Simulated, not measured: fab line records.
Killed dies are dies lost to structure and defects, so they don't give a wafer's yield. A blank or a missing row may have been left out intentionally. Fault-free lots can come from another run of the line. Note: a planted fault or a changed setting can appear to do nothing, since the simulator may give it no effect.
fab line records	flow rit-cmos
record lots=6	wafers=18	last-day=7
route steps=202 shown PRETRO@69 GATE@75 FOX2@80 REOX@98 NLDD@103 M1@202
lots that met no fault: from a run of the same line without faults
start-h: hours from the record's opening day to when the first of the lot's shown wafers began	wait-h: how many hours have passed since the lot's step before this one	" the same as in the row above	L1.1+2: one row covering several wafers at once	- value missing, or start not given	* or withheld: withheld	< > ~ a bound
route shown NAME@n: names a module that has steps shown in the file, with the first one's number in the route	usual: mean and standard deviation over wafers with no fault	same: alike in all rows	chamber/n: place in a boat	sites: the reading at each site	_std_site: standard deviation of those values	_edge_site: the outer-site mean with the inner-site mean subtracted	radius-mm: how far each site lies from the wafer's centre	mask NAME#n: copy n	behind: tool/chamber where the wafer was last shaped	hold: why the lot went on hold/how many hours it stayed there/how the hold came to an end	device: names the non-switching transistor (n, p or np)	end of line: the same wafers' tests at the end of the route	for a step that has no rows: nothing shown but its recipe	killed: dies that structure and defects cost at the first sort, which is not the same as the wafer's yield	map: per-die view of a wafer (x killed, . not killed, _ where there is no die)
set.NAME: the setting as run; set.NAME@STEP: as run at that earlier step	model.NAME: the simulator's own value behind a step, which no gauge read
lots at some steps of the route; a table a step, a row a wafer
services: from which hour (start-h, from the record's first day; less than 0 if before it) a tool's chamber was out of use, for how many hours, and why
## steps
# step RIT_PRETRO_DEVELOP_05
# recipe resist=NOVOLAK	develop-time-s=68	dev-temp-c=23
# step RIT_PRETRO_OVL_MEAS_06
# usual PRETRO_OVL=0.5/1.4
lot.wafer	tool	chamber	start-h	wait-h	PRETRO_OVL[nm]
L234.2	overlay-01	-	36.66	-	2.9
L234.3	"	-	"	"	2.3
L234.6	"	-	"	"	1.7
L242.3	overlay-02	-	76.18	-	-0.4
L242.4	"	-	"	"	-1.0
L242.6	"	-	"	"	-0.7
L244.1	overlay-01	-	87.46	-	2.1
L244.3	"	-	"	"	1.9
L244.5	"	-	"	"	1.5
L245.3	overlay-02	-	92.45	-	1.5
L245.4	"	-	"	"	0.0
L245.6	"	-	"	"	2.0
L250.1	overlay-02	-	117.45	-	2.6
L250.2	"	-	"	"	1.5
L250.5	"	-	"	"	0.2
L254.1	overlay-01	-	136.38	-	1.1
L254.5	"	-	"	"	2.1
L254.6	"	-	"	"	0.3
# step RIT_PRETRO_HARDBAKE_07
# recipe resist=NOVOLAK	temp-c=140	time-s=120
# step RIT_PRETRO_IMPLANT_08
# recipe species=B	energy-kev=45	dose-cm2=1.21e+13	tilt-deg=7
# step RIT_PRETRO_STRIP_09
# recipe chemistry=O2	time-s=180	resist=NOVOLAK	platen-temp-c=withheld	power-w=500	pressure-mtorr=4000	o2-flow-sccm=4000
# usual drypump-motor-current-A=5.6/0.46
# same time-s=180
lot.wafer	tool	chamber	start-h	wait-h	drypump-motor-current-A	rf-hours-counter-h
L234.2	plasma-asher-02	1	37.09	0.1	6.2	40
L234.3	"	1	"	"	6.2	-
L234.6	"	1	"	"	6.2	-
L242.3	plasma-asher-01	1	76.66	0.1	5.8	-
L242.4	"	0	"	"	4.8	-
L242.6	"	0	"	"	4.8	-
L244.1	plasma-asher-02	1	87.89	0.1	6.2	46
L244.3	"	1	"	"	6.2	-
L244.5	"	0	"	"	5.2	-
L245.3	plasma-asher-02	0	92.93	0.1	5.2	-
L245.4	"	1	"	"	6.2	-
L245.6	"	1	"	"	6.2	-
L250.1	plasma-asher-01	0	118.02	0.1	4.8	49
L250.2	"	1	"	"	5.8	49
L250.5	"	0	"	"	4.8	-
L254.1	plasma-asher-01	0	136.82	0.1	4.8	51
L254.5	"	1	"	"	5.7	-
L254.6	"	0	"	"	4.8	-
# step RIT_PRETRO_TW_MEAS_10
# usual PRETRO_TW=475/4.2
lot.wafer	tool	chamber	start-h	wait-h	PRETRO_TW
L234.2	film-metro-04	-	37.28	0.1	475
L234.3	"	-	"	"	475
L234.6	"	-	"	"	476
L242.3	film-metro-01	-	76.80	0.1	480
L242.4	"	-	"	"	479
L242.6	"	-	"	"	482
L244.1	film-metro-04	-	88.07	0.1	471
L244.3	"	-	"	"	469
L244.5	"	-	"	"	468
L245.3	film-metro-04	-	93.07	0.1	467
L245.4	"	-	"	"	473
L245.6	"	-	"	"	469
L250.1	film-metro-02	-	118.20	0.1	469
L250.2	"	-	"	"	469
L250.5	"	-	"	"	470
L254.1	film-metro-04	-	136.99	0.1	474
L254.5	"	-	"	"	473
L254.6	"	-	"	"	475
# step RIT_GATE_WET_ETCH_00
# recipe chemistry=BOE	target=SiO2	target-depth-nm=56	time-s=60	dry=n2-spin	dilution=10:1	temp-c=21.5
# step RIT_GATE_CLEAN_01
# recipe chemistry=SC1	mix=3:3:50	time-s=600	temp-c=75
# step RIT_GATE_CLEAN_02
# recipe chemistry=dHF	dilution=50:1	time-s=30
# step RIT_GATE_CLEAN_03
# recipe chemistry=SC2	mix=3:3:50	time-s=600	temp-c=75	dry=n2-spin
# step RIT_GATE_CLEAN_04
# recipe chemistry=dHF	dilution=50:1	time-s=60	dry=n2-spin
# step RIT_FOX2_THK_MEAS_91
# recipe reads=SiO2_of_FOX2_OXIDATION_00
# usual FIELD_OXIDE_LEFT_2_THK=257/6.7
lot.wafer	tool	chamber	start-h	wait-h	FIELD_OXIDE_LEFT_2_THK[nm]
L234.2	film-metro-02	-	37.75	0.0	267
L234.3	"	-	"	"	264
L234.6	"	-	"	"	260
L242.3	film-metro-04	-	77.31	0.0	255
L242.4	"	-	"	"	254
L242.6	"	-	"	"	257
L244.1	film-metro-04	-	88.54	0.0	267
L244.3	"	-	"	"	259
L244.5	"	-	"	"	259
L245.3	film-metro-03	-	93.55	0.0	254
L245.4	"	-	"	"	255
L245.6	"	-	"	"	256
L250.1	film-metro-04	-	118.78	0.0	262
L250.2	"	-	"	"	261
L250.5	"	-	"	"	261
L254.1	film-metro-02	-	137.51	0.0	248
L254.5	"	-	"	"	246
L254.6	"	-	"	"	251
# step RIT_GATE_OXIDATION_05
# recipe temp-c=900	ambient=O2	target-thk-a=30	ox-time-s=270
# usual tube-center-temp-C=900/0.087
lot.wafer	tool	chamber	start-h	wait-h	tube-center-temp-C
L234.2	furnace-03	0	37.80	0.0	900.05
L234.3	"	0	"	"	900.08
L234.6	"	0	"	"	900.05
L242.3	furnace-03	0	77.58	0.3	900.06
L242.4	"	0	"	"	899.98
L242.6	"	0	"	"	899.96
L244.1	furnace-03	0	89.87	1.3	900.14
L244.3	"	0	"	"	900.03
L244.5	"	0	"	"	899.97
L245.3	furnace-02	0	93.59	0.0	899.99
L245.4	"	0	"	"	900.1
L245.6	"	0	"	"	900.01
L250.1	furnace-04	0	118.84	0.1	900.03
L250.2	"	0	"	"	900.03
L250.5	"	0	"	"	900.09
L254.1	furnace-04	0	138.31	0.8	900.09
L254.5	"	0	"	"	899.93
L254.6	"	0	"	"	900.05
# step RIT_GATE_ANNEAL_06
# recipe temp-c=900	time-s=600	ambient=N2O
# step RIT_GATE_THK_MEAS_07
# recipe reads=SiO2_of_GATE_OXIDATION_05
# usual GATE_OXIDE_THK=3.02/0.069
lot.wafer	tool	chamber	start-h	wait-h	GATE_OXIDE_THK[nm]
L234.2	film-metro-04	-	39.14	0.0	3.10
L234.3	"	-	"	"	3.01
L234.6	"	-	"	"	3.07
L242.3	film-metro-02	-	78.93	0.0	3.06
L242.4	"	-	"	"	3.11
L242.6	"	-	"	"	3.05
L244.1	film-metro-03	-	92.51	0.0	3.06
L244.3	"	-	"	"	3.01
L244.5	"	-	"	"	3.03
L245.3	film-metro-02	-	97.09	0.0	3.00
L245.4	"	-	"	"	3.00
L245.6	"	-	"	"	2.93
L250.1	film-metro-04	-	120.16	0.0	2.95
L250.2	"	-	"	"	2.97
L250.5	"	-	"	"	2.89
L254.1	film-metro-02	-	139.64	0.0	3.03
L254.5	"	-	"	"	2.94
L254.6	"	-	"	"	2.98
# step RIT_GATE_CVD_08
# recipe material=poly-Si	target-thk-nm=250	temp-c=610	precursor=SiH4	time-s=2220	pressure-mtorr=300	sih4-flow-sccm=100
# step RIT_GATE_THK_MEAS_09
# recipe reads=poly-Si_of_GATE_CVD_08
# usual GATE_POLY_THK=248.8/2.8
lot.wafer	tool	chamber	start-h	wait-h	GATE_POLY_THK[nm]
L234.2	film-metro-04	-	40.82	0.0	250.1
L234.3	"	-	"	"	251.4
L234.6	"	-	"	"	250.2
L242.3	film-metro-03	-	80.60	0.0	245.6
L242.4	"	-	"	"	244.3
L242.6	"	-	"	"	247.9
L244.1	film-metro-04	-	94.18	0.0	247.1
L244.3	"	-	"	"	249.1
L244.5	"	-	"	"	248.6
L245.3	film-metro-03	-	98.77	0.0	249.2
L245.4	"	-	"	"	250.0
L245.6	"	-	"	"	251.8
L250.1	film-metro-02	-	121.84	0.0	252.6
L250.2	"	-	"	"	250.1
L250.5	"	-	"	"	251.1
L254.1	film-metro-04	-	141.31	0.0	249.6
L254.5	"	-	"	"	247.3
L254.6	"	-	"	"	248.7
# step RIT_GATE_HMDS_10
# recipe prime-time-s=60	prime-temp-c=140
# step RIT_GATE_COAT_11
# recipe resist=NOVOLAK	spin-rpm=4250	resist-thk-nm=850
# step RIT_GATE_SOFTBAKE_12
# recipe resist=NOVOLAK	temp-c=90	time-s=60
# step RIT_GATE_EXPOSE_13
# recipe mask-id=M6	na=0.6	source-shape=conventional	sigma-outer=0.6	target-cd-nm=150	dose-mj=380
# step RIT_GATE_PEB_14
# recipe resist=NOVOLAK	temp-c=withheld	time-s=withheld
# step RIT_GATE_DEVELOP_15
# recipe resist=NOVOLAK	develop-time-s=47.86	dev-temp-c=23
# step RIT_GATE_CD_MEAS_16
# recipe target-cd-nm=150
# usual cd-nm=149.6/2.5
lot.wafer	tool	chamber	start-h	wait-h	cd-nm
L234.2	cd-sem-01	-	41.74	-	149.3
L234.3	"	-	"	"	149.7
L234.6	"	-	"	"	150.0
L242.3	cd-sem-02	-	81.53	-	147.1
L242.4	"	-	"	"	145.5
L242.6	"	-	"	"	149.6
L244.1	cd-sem-01	-	95.22	-	156.0
L244.3	"	-	"	"	150.8
L244.5	"	-	"	"	151.0
L245.3	cd-sem-01	-	99.72	-	151.0
L245.4	"	-	"	"	150.3
L245.6	"	-	"	"	150.4
L250.1	cd-sem-01	-	122.87	-	147.1
L250.2	"	-	"	"	146.9
L250.5	"	-	"	"	146.0
L254.1	cd-sem-01	-	142.26	-	152.4
L254.5	"	-	"	"	152.5
L254.6	"	-	"	"	154.9
# step RIT_GATE_OVL_MEAS_17
# usual GATE_OVL=-1.2/1.4
lot.wafer	tool	chamber	start-h	wait-h	GATE_OVL[nm]
L234.2	overlay-02	-	41.84	0.1	-1.1
L234.3	"	-	"	"	-1.0
L234.6	"	-	"	"	-2.3
L242.3	overlay-01	-	81.62	0.1	-0.2
L242.4	"	-	"	"	-0.2
L242.6	"	-	"	"	-2.0
L244.1	overlay-01	-	95.34	0.1	-1.4
L244.3	"	-	"	"	-0.5
L244.5	"	-	"	"	-1.4
L245.3	overlay-01	-	99.81	0.1	-2.3
L245.4	"	-	"	"	-0.8
L245.6	"	-	"	"	-0.6
L250.1	overlay-01	-	122.99	0.1	-1.9
L250.2	"	-	"	"	-3.5
L250.5	"	-	"	"	-2.8
L254.1	overlay-02	-	142.38	0.1	0.2
L254.5	"	-	"	"	1.0
L254.6	"	-	"	"	-1.8
# step RIT_GATE_HARDBAKE_18
# recipe resist=NOVOLAK	temp-c=140	time-s=60
# step RIT_GATE_ETCH_19
# recipe chemistry=SF6/CHF3/O2	time-s=165	SF6_flow_sccm=30	CHF3_flow_sccm=30	O2_flow_sccm=5	target=poly-Si	pressure-mtorr=40	rf-w=160	target-depth-a=3125	over-etch-frac=0.25	stop-on=SiO2
# usual drypump-motor-current-A=5.7/0.67	oes-product-au=0.842/0.011	throttle-valve-pct=10.22/0.17
# same time-s=165
lot.wafer	tool	chamber	start-h	wait-h	drypump-motor-current-A	oes-product-au	rf-hours-counter-h	throttle-valve-pct
L234.2	rie-si-02	2	42.02	0.1	4.7	0.825	92	10.09
L234.3	"	3	"	"	6.8	0.851	84	10.19
L234.6	"	3	"	"	6.8	0.849	-	10.19
L242.3	rie-si-02	2	81.80	0.1	4.7	0.831	92	10.11
L242.4	"	3	"	"	6.8	0.833	84	10.20
L242.6	"	3	"	"	6.8	0.850	-	10.20
L244.1	rie-si-02	2	95.52	0.1	4.7	0.826	92	10.10
L244.3	"	3	"	"	6.8	0.848	84	10.20
L244.5	"	0	"	"	6.1	0.844	-	10.01
L245.3	rie-si-01	3	99.99	0.1	5.9	0.850	1	10.23
L245.4	"	2	"	"	5.2	0.834	0	10.06
L245.6	"	3	"	"	5.9	0.850	-	10.23
L250.1	rie-si-02	3	123.18	0.1	6.8	0.864	84	10.19
L250.2	"	2	"	"	4.7	0.836	93	10.09
L250.5	"	0	"	"	6.0	0.857	-	10.03
L254.1	rie-si-02	2	142.56	0.1	4.8	0.837	93	10.12
L254.5	"	3	"	"	6.8	0.840	-	10.20
L254.6	"	2	"	"	4.7	0.838	-	10.07
# step RIT_GATE_STRIP_20
# recipe chemistry=O2	time-s=180	resist=NOVOLAK	platen-temp-c=withheld	power-w=500	pressure-mtorr=4000	o2-flow-sccm=4000
# usual drypump-motor-current-A=5.7/0.49
# same time-s=180
lot.wafer	tool	chamber	start-h	wait-h	drypump-motor-current-A	rf-hours-counter-h
L234.2	plasma-asher-04	1	42.13	0.1	5.4	26
L234.3	"	1	"	"	5.4	-
L234.6	"	1	"	"	5.4	-
L242.3	plasma-asher-02	1	81.97	0.1	6.2	-
L242.4	"	0	"	"	5.2	-
L242.6	"	0	"	"	5.2	-
L244.1	plasma-asher-03	1	95.63	0.1	6.1	41
L244.3	"	0	"	"	5.0	-
L244.5	"	0	"	"	5.0	-
L245.3	plasma-asher-02	1	100.15	0.1	6.2	-
L245.4	"	0	"	"	5.2	-
L245.6	"	0	"	"	5.2	-
L250.1	plasma-asher-04	1	123.29	0.1	5.4	35
L250.2	"	0	"	"	6.0	35
L250.5	"	1	"	"	5.4	-
L254.1	plasma-asher-04	0	142.67	0.1	6.0	37
L254.5	"	1	"	"	5.4	-
L254.6	"	0	"	"	6.0	-
# step RIT_GATE_CD_MEAS_90
# recipe target-cd-nm=150
# usual cd-nm=149.6/2.5
lot.wafer	tool	chamber	start-h	wait-h	cd-nm
L234.2	cd-sem-01	-	42.32	0.1	148.9
L234.3	"	-	"	"	149.9
L234.6	"	-	"	"	150.3
L242.3	cd-sem-01	-	82.12	0.1	146.9
L242.4	"	-	"	"	146.0
L242.6	"	-	"	"	149.7
L244.1	cd-sem-01	-	95.81	0.1	156.2
L244.3	"	-	"	"	151.3
L244.5	"	-	"	"	150.9
L245.3	cd-sem-01	-	100.31	0.1	151.2
L245.4	"	-	"	"	150.3
L245.6	"	-	"	"	149.6
L250.1	cd-sem-01	-	123.46	0.1	147.3
L250.2	"	-	"	"	147.0
L250.5	"	-	"	"	145.4
L254.1	cd-sem-02	-	142.84	0.1	152.4
L254.5	"	-	"	"	153.0
L254.6	"	-	"	"	154.9
# step RIT_REOX_CLEAN_00
# recipe chemistry=SC1	mix=3:3:50	time-s=600	temp-c=75
# step RIT_REOX_CLEAN_01
# recipe chemistry=dHF	dilution=50:1	time-s=30
# step RIT_REOX_CLEAN_02
# recipe chemistry=SC2	mix=3:3:50	time-s=600	temp-c=75	dry=n2-spin
# step RIT_REOX_OXIDATION_03
# recipe temp-c=900	ambient=O2	target-thk-a=252	ox-time-s=5310
# step RIT_REOX_THK_MEAS_04
# recipe reads=SiO2_of_REOX_OXIDATION_03
# usual REOX_OXIDE_THK=24.4/0.5
lot.wafer	tool	chamber	start-h	wait-h	REOX_OXIDE_THK[nm]
L234.2	film-metro-01	-	45.89	0.0	24.6
L234.3	"	-	"	"	24.7
L234.6	"	-	"	"	24.5
L242.3	film-metro-04	-	85.37	0.0	24.5
L242.4	"	-	"	"	24.3
L242.6	"	-	"	"	24.6
L244.1	film-metro-01	-	101.18	0.0	24.3
L244.3	"	-	"	"	24.6
L244.5	"	-	"	"	24.1
L245.3	film-metro-04	-	103.75	0.0	24.7
L245.4	"	-	"	"	25.2
L245.6	"	-	"	"	24.9
L250.1	film-metro-01	-	126.50	0.0	23.8
L250.2	"	-	"	"	23.7
L250.5	"	-	"	"	23.8
L254.1	film-metro-01	-	146.67	0.0	23.7
L254.5	"	-	"	"	23.4
L254.6	"	-	"	"	23.7
# step RIT_NLDD_HMDS_00
# recipe prime-time-s=60	prime-temp-c=140
# step RIT_NLDD_COAT_01
# recipe resist=NOVOLAK	spin-rpm=3250	resist-thk-nm=1000
# step RIT_NLDD_SOFTBAKE_02
# recipe resist=NOVOLAK	temp-c=90	time-s=60
# step RIT_NLDD_EXPOSE_03
# recipe mask-id=M7	na=0.57	target-cd-nm=40700	dose-mj=250
# step RIT_NLDD_PEB_04
# recipe resist=NOVOLAK	temp-c=withheld	time-s=withheld
# step RIT_NLDD_DEVELOP_05
# recipe resist=NOVOLAK	develop-time-s=50	dev-temp-c=23
# step RIT_NLDD_OVL_MEAS_06
# usual NLDD_OVL=0.1/1.5
lot.wafer	tool	chamber	start-h	wait-h	NLDD_OVL[nm]
L234.2	overlay-02	-	46.79	-	1.0
L234.3	"	-	"	"	2.4
L234.6	"	-	"	"	0.6
L242.3	overlay-02	-	86.27	-	1.3
L242.4	"	-	"	"	0.8
L242.6	"	-	"	"	1.9
L244.1	overlay-02	-	102.09	-	-2.1
L244.3	"	-	"	"	-0.9
L244.5	"	-	"	"	-1.3
L245.3	overlay-01	-	104.96	-	1.8
L245.4	"	-	"	"	0.9
L245.6	"	-	"	"	1.5
L250.1	overlay-02	-	127.54	-	-1.2
L250.2	"	-	"	"	0.0
L250.5	"	-	"	"	0.4
L254.1	overlay-01	-	147.89	-	0.2
L254.5	"	-	"	"	-3.8
L254.6	"	-	"	"	-1.4
# step RIT_NLDD_HARDBAKE_07
# recipe resist=NOVOLAK	temp-c=140	time-s=60
# step RIT_M1_PROBE_99
# usual killed-at-contacts=0.1/0.36	killed-at-front-end=7.2/2.9	killed-dies=7.4/2.9	killed-on-rim=2.0/1.5	killed-open=3.8/2	killed-short=3.5/2
# same gross-dies=264	killed_at_M0_to_M3=0	killed_at_M4_up=0	killed-at-back-side=0	killed-at-other=0
lot.wafer	tool	chamber	start-h	wait-h	killed-at-contacts	killed-at-front-end	killed-dies	killed-on-rim	killed-open	killed-short
L234.2	prober-01	-	62.41	0.1	0	5	5	1	3	2
L234.3	prober-01	-	62.46	0.2	0	10	10	2	6	4
L234.6	prober-01	-	62.61	0.2	0	8	8	3	5	3
L242.3	prober-01	-	102.04	0.2	0	86	86	20	2	3
L242.4	prober-01	-	102.09	0.2	0	86	86	22	6	2
L242.6	prober-01	-	102.19	0.2	0	79	79	20	5	2
L244.1	prober-02	-	118.24	0.1	0	70	70	14	5	7
L244.3	prober-02	-	118.34	0.2	0	88	88	22	3	3
L244.5	prober-02	-	118.44	0.2	0	89	89	28	5	2
L245.3	prober-01	-	120.77	0.2	0	6	6	3	2	4
L245.4	prober-01	-	120.82	0.2	0	9	9	5	5	4
L245.6	prober-01	-	120.92	0.2	1	7	8	3	3	5
L250.1	prober-02	-	143.11	0.1	0	9	9	2	5	4
L250.2	prober-02	-	143.16	0.1	0	6	6	1	2	4
L250.5	prober-02	-	143.31	0.2	0	8	8	3	3	5
L254.1	prober-02	-	163.32	0.1	0	7	7	1	6	1
L254.5	prober-02	-	163.52	0.2	0	5	5	1	1	4
L254.6	prober-02	-	163.57	0.2	0	17	17	5	8	9
# killed by level:class
L234.2 REOX:geometric-particle:open=2 GATE:geometric-particle:short=1 SPACER:geometric-particle:open=1 SPACER:geometric-particle:short=1
L234.3 GATE:geometric-particle:open=2 REOX:geometric-particle:short=2 REOX:geometric-particle:open=2 FOX1:geometric-particle:open=1 FOX2:geometric-particle:short=1 GATE:geometric-particle:short=1 SPACER:geometric-particle:open=1
L234.6 GATE:geometric-particle:open=2 SPACER:geometric-particle:open=2 FOX2:geometric-particle:short=1 REOX:geometric-particle:short=1 SPACER:geometric-particle:short=1 SILICIDE:geometric-particle:open=1
L242.3 GATE:unspecified=81 REOX:geometric-particle:short=2 FOX1:geometric-particle:open=1 GATE:geometric-particle:short=1 REOX:geometric-particle:open=1
L242.4 GATE:unspecified=78 GATE:geometric-particle:open=4 FOX1:geometric-particle:open=2 GATE:geometric-particle:short=1 REOX:geometric-particle:short=1
L242.6 GATE:unspecified=72 GATE:geometric-particle:open=2 GATE:geometric-particle:short=1 REOX:geometric-particle:short=1 REOX:geometric-particle:open=1 SPACER:geometric-particle:open=1 SILICIDE:geometric-particle:open=1
L244.1 GATE:unspecified=58 FOX2:geometric-particle:short=2 GATE:geometric-particle:short=2 GATE:geometric-particle:open=2 SPACER:geometric-particle:short=2 FOX1:geometric-particle:open=1 FOX2:geometric-particle:open=1 REOX:geometric-particle:short=1
L244.3 GATE:unspecified=82 FOX2:geometric-particle:short=2 GATE:geometric-particle:short=1 GATE:geometric-particle:open=1 REOX:geometric-particle:open=1 SILICIDE:geometric-particle:open=1
L244.5 GATE:unspecified=82 GATE:geometric-particle:open=3 FOX1:geometric-particle:short=1 FOX1:geometric-particle:open=1 FOX2:geometric-particle:short=1 SPACER:geometric-particle:open=1
L245.3 FOX1:geometric-particle:open=2 REOX:geometric-particle:short=2 FOX2:geometric-particle:short=1 GATE:geometric-particle:short=1
L245.4 GATE:geometric-particle:open=3 GATE:geometric-particle:short=2 FOX1:geometric-particle:open=1 REOX:geometric-particle:short=1 SPACER:geometric-particle:open=1 SILICIDE:geometric-particle:short=1
L245.6 FOX1:geometric-particle:short=3 FOX2:geometric-particle:open=1 GATE:geometric-particle:open=1 GATE:geometric-particle:short=1 REOX:geometric-particle:open=1 CONTACT:geometric-particle:short=1
L250.1 GATE:geometric-particle:open=3 GATE:geometric-particle:short=2 REOX:geometric-particle:short=2 REOX:geometric-particle:open=1 SILICIDE:geometric-particle:open=1
L250.2 SILICIDE:geometric-particle:short=2 FOX1:geometric-particle:open=1 FOX2:geometric-particle:short=1 REOX:geometric-particle:short=1 REOX:geometric-particle:open=1
L250.5 GATE:geometric-particle:short=2 SPACER:geometric-particle:open=2 SPACER:geometric-particle:short=2 FOX2:geometric-particle:short=1 GATE:geometric-particle:open=1
L254.1 GATE:geometric-particle:open=4 SPACER:geometric-particle:open=2 GATE:geometric-particle:short=1
L254.5 FOX1:geometric-particle:short=2 FOX1:geometric-particle:open=1 GATE:geometric-particle:short=1 SILICIDE:geometric-particle:short=1
L254.6 FOX1:geometric-particle:short=3 GATE:geometric-particle:short=3 GATE:geometric-particle:open=3 FOX1:geometric-particle:open=2 SILICIDE:geometric-particle:open=2 ACTIVE:geometric-particle:short=1 FOX2:geometric-particle:open=1 REOX:geometric-particle:short=1
# map L242.3 (x killed, . not)
________..xx..x_______
_____....x.....xx.____
____x......xx...x.x___
___..x..........x.x.__
__.......x..x.xx....._
__...xx..x.x....xx..._
_..x..xxx.xx....x.x...
_......x...xxxx.xx..xx
_.x.xx...xx..........x
_...x........x..xxx...
__..xx....xx.xx.x...._
__xx..x.x.x.xx..xxx.._
___x..x.x.....x....x__
____..x..x....xx...___
_____xx...xx......____
________.xx.xx._______
# map L244.5 (x killed, . not)
________..x...x_______
_____xxx.x...x.xx.____
____...x.........xx___
___.....x.x.......x.__
__..x.....x....x...x._
__x.x..xx...xxxx..x.._
_...x.....x...xx.x.xxx
_.....x.x.....x.....xx
_xx.xx.x....xxxx.x..xx
_x.xx...xxx.xx..x.x.xx
__............x..x..._
__....x.x...x.xx..x.._
___.x.xx....x.x.....__
____............xx.___
_____.xx.x..xxx..x____
________....xx._______
## services
tool	chamber	start-h	hours	kind
plasma-asher-03	-	32.97	16.7	repair
plasma-asher-04	-	46.32	3.4	repair
furnace-03	-	54.61	3.2	pm
plasma-asher-03	-	62.75	3.1	repair
plasma-asher-03	-	66.82	15.6	pm
rie-si-01	0	67.39	0.9	repair
furnace-04	-	68.48	2.6	pm
rie-si-01	2	82.81	-	clean
rie-si-01	2	82.81	15.3	scheduled-down
rie-si-01	2	82.81	15.3	vent-cycle
rie-si-02	1	106.46	2.9	repair
plasma-asher-02	-	107.56	3.9	repair
plasma-asher-04	-	108.75	1.5	repair
plasma-asher-02	-	111.42	9.0	pm
plasma-asher-02	0	111.42	9.0	vent-cycle
plasma-asher-02	1	111.42	9.0	vent-cycle
plasma-asher-02	0	120.42	-	clean
plasma-asher-02	1	120.42	-	clean
rie-si-02	2	138.31	3.5	repair
rie-si-02	1	141.82	-	clean
rie-si-02	1	141.82	18.2	scheduled-down
rie-si-02	1	141.82	18.2	vent-cycle
## key
first-sign step=RIT_M1_PROBE_99	reading=killed-at-front-end	direction=up	sigmas=26	usual=7.2	struck=83
effect step=RIT_M1_PROBE_99	reading=killed-dies	direction=up	sigmas=26	usual=7.4	struck=83
met-at RIT_GATE_OXIDATION_05
struck-wafers L242.3,L242.4,L242.6,L244.1,L244.3,L244.5
tester-left-out L242,L244
onset-between 37.80 77.58
fault kind=chamber-particle-source	tool=furnace-03	chamber=-	onset-h=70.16	steps=RIT_GATE_OXIDATION_05	rate-per-visit-cm2=0.62644	end-h=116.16
# tester-left-out: of these lots the tester's yield and bins aren't shown, on N5 and GAA mostly nor the transistor test; their killed dies are dies lost to structure and defects alone, not to doping, threshold or leakage, so they don't give the yield
